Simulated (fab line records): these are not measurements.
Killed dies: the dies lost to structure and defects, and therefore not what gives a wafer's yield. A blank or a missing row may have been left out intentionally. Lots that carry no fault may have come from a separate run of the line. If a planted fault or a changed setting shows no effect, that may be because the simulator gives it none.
2 desks looking at one fault	flow rit-cmos	each desk holds nothing but its own numbers, with what lay behind them at the end

== FOR THE TOOL OWNER'S DESK: litho-track-02 ==
Per lot that ran on this tool, the mean of the sampled wafers carrying a number, from the tool's own readings at RIT_PRETRO_SOFTBAKE_02 (time 60 s). Marked OUT: a lot whose mean sits more than 4 standard deviations from the usual mean, which makes it out of limits; the brackets give that distance.
Columns: A = heater-power-total-W at RIT_PRETRO_SOFTBAKE_02, usual 34.56 W; B = plate-temp-C at RIT_PRETRO_SOFTBAKE_02, usual 90.01 C
lot	first seen here	A	B
L364	day 3 19:07	34.55	90.07
L368	day 4 14:13	34.56	89.95
L369	day 4 19:59	34.56	89.93
L373	day 5 15:58	41.81 (+99 or more) OUT	103.35 (+99 or more) OUT
L375	day 6 01:34	41.81 (+99 or more) OUT	103.35 (+99 or more) OUT
This desk's finding: out of limits on L373, L375; first on L373, day 5 15:58 (heater-power-total-W at RIT_PRETRO_SOFTBAKE_02). Within limits: L364, L368, L369.

== THE METROLOGY DESK ==
What the gauges read, lot by lot, whatever tool the lot ran on: means of the sampled wafers that have a number. Marked OUT: a lot whose mean sits more than 4 standard deviations from the usual mean, which makes it out of limits; the brackets give that distance.
Columns: A = PWELL_OVL at RIT_PWELL_OVL_MEAS_06, usual -0.1 nm; B = PLDD_RS at RIT_SDANNEAL_RS_MEAS_06, usual 178.6 ohm/sq
lot	first seen here	A	B
L357	day 1 23:50	1.0	178.7
L358	day 2 06:15	-0.4	177.9
L360	day 2 13:51	-1.7	178.1
L361	day 2 18:41	0.5	179.1
L364	day 3 11:15	-1.0	178.6
L365	day 3 18:04	1.8	178.9
L366	day 3 22:38	0.6	178.6
L368	day 4 05:28	0.1	178.8
L369	day 4 12:05	0.5	179.2
L370	day 4 16:55	-0.3	178.3
L372	day 5 02:40	0.0	177.7
L373	day 5 07:41	-0.0	179.1
L375	day 5 17:39	-1.0	178.5
L379	day 6 13:18	2.0	178.6
Result from this desk: across the 14 lots, nothing is out of limits.

== BROUGHT TOGETHER ==
At day 5 15:58, on L373, L375, the tool owner's desk was in a position to raise an alarm.
Metrology desk: nothing out of limits seen.
The metrology desk holds a record of L373, L375, inside its limits.
Of the lots named, all ran RIT_PRETRO_SOFTBAKE_02 on litho-track-02.

== WHAT THE SIMULATOR HAD PUT IN ==
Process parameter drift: litho-track-02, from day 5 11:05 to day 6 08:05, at RIT_PRETRO_SOFTBAKE_02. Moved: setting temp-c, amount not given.
Struck lots among those shown: L373, L375.
Hours from the fault's start to each desk's first reading out of limits: the tool owner's desk, 5.
